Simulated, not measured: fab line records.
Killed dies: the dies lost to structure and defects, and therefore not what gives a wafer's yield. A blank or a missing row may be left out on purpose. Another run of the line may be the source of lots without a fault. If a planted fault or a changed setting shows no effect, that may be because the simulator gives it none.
Commonality check across tools | flow rit-cmos | 13 lots, 45 wafers sampled

REASON IT WAS OPENED
RIT_SPACER_THK_MEAS_04, reading SPACER_NITRIDE_THK: flagged on 2 of 13 lots. Fault-free wafers read 247.8 nm, with a standard deviation of 2.6.
Rule: a lot is flagged in two cases, either no wafer of it has a number, or all its wafers with numbers fall more than 4 standard deviations from that mean. The other lots count as sound.

lot  | measured    | on            | SPACER_NITRIDE_THK (nm), wafer by wafer | flag
L291 | day 2 21:56 | film-metro-02 | 248.4 248.4 246.9                       |
L292 | day 3 03:34 | film-metro-04 | 246.8 248.1 246.8                       |
L293 | day 3 08:20 | film-metro-04 | 250.2 249.3 250.6                       |
L294 | day 3 12:58 | film-metro-04 | 251.9 250.6 250.0                       |
L295 | day 3 16:50 | film-metro-02 | 244.3 245.4 245.7                       |
L296 | day 3 23:25 | film-metro-01 | 249.5 249.1 249.0                       |
L297 | day 4 03:20 | film-metro-02 | 247.0 246.5 246.7                       |
L298 | day 4 09:32 | film-metro-01 | 250.4 246.9 249.3                       |
L302 | day 5 04:28 | film-metro-04 | 248.8 249.7 250.9                       |
L305 | day 5 21:46 | film-metro-04 | 334.1 333.2 333.9 334.3 333.1 333.6     | FLAGGED
L306 | day 6 04:34 | film-metro-01 | 332.1 332.7 333.1 332.2 332.4 333.0     | FLAGGED
L309 | day 6 15:28 | film-metro-04 | 248.1 247.0 246.3                       |
L310 | day 6 22:10 | film-metro-02 | 245.2 241.6 246.4                       |
On average the flagged lots' numbers are 333.1 nm, which is +85.3 nm against the usual, or +33 standard deviations.

WHICH TOOL EACH LOT WENT THROUGH
The record holds 1 process step before the reading, out of a route of 202 steps. Read each cell as the tool, then ch plus the chambers that the sampled wafers visited, then the start.
lot  | flag    | RIT_SPACER_CVD_03
L291 |         | lpcvd-02 ch 1, day 2 20:00
L292 |         | lpcvd-02 ch 1, day 3 01:38
L293 |         | lpcvd-01 ch 0, day 3 06:25
L294 |         | lpcvd-01 ch 0, day 3 11:03
L295 |         | lpcvd-02 ch 1, day 3 14:55
L296 |         | lpcvd-01 ch 1, day 3 21:29
L297 |         | lpcvd-01 ch 0, day 4 01:25
L298 |         | lpcvd-01 ch 0, day 4 07:36
L302 |         | lpcvd-02 ch 0, day 5 02:34
L305 | FLAGGED | lpcvd-02 ch 1, day 5 19:51
L306 | FLAGGED | lpcvd-02 ch 1, day 6 02:40
L309 |         | lpcvd-01 ch 0, day 6 13:33
L310 |         | lpcvd-01 ch 0, day 6 20:14
What is done by these steps:
- RIT_SPACER_CVD_03: deposits Si3N4 from SiH2Cl2/NH3, target thk 250 nm, time 3300 s.
- RIT_SPACER_THK_MEAS_04

FLAGGED OVER TOTAL, TOOL BY TOOL (the gauges that took the reading come last)
step                   | tool          | lots run | flagged | share of the flagged lots | sound lots run after its first flagged lot
RIT_SPACER_CVD_03      | lpcvd-01      | 7        | 0       | none                      | -
RIT_SPACER_CVD_03      | lpcvd-02      | 6        | 2       | all                       | 0
RIT_SPACER_THK_MEAS_04 | film-metro-01 | 3        | 1       | some                      | 0
RIT_SPACER_THK_MEAS_04 | film-metro-02 | 4        | 0       | none                      | -
RIT_SPACER_THK_MEAS_04 | film-metro-04 | 6        | 1       | some                      | 1 (L309)

WHAT THE TABLE PERMITS
Rows of the table that ran each flagged lot: 1, that is lpcvd-02 at RIT_SPACER_CVD_03.
- lpcvd-02 at RIT_SPACER_CVD_03: 2 of its 6 lots flagged. Last sound lot L302 at day 5 02:34, first flagged lot L305 at day 5 19:51; a fault beginning in between fits. Its own readings (nh3-flow-sccm) fall more than 4 standard deviations out on all wafers of the flagged lots.
One tool is left: lpcvd-02 at RIT_SPACER_CVD_03.

WHAT THE SIMULATOR PUT IN
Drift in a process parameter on lpcvd-02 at RIT_SPACER_CVD_03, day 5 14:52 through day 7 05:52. Setting nh3-flow-sccm, moved by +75, from 150. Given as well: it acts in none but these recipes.
Shown lots that were struck: L305, L306. The same result came from the rule above.
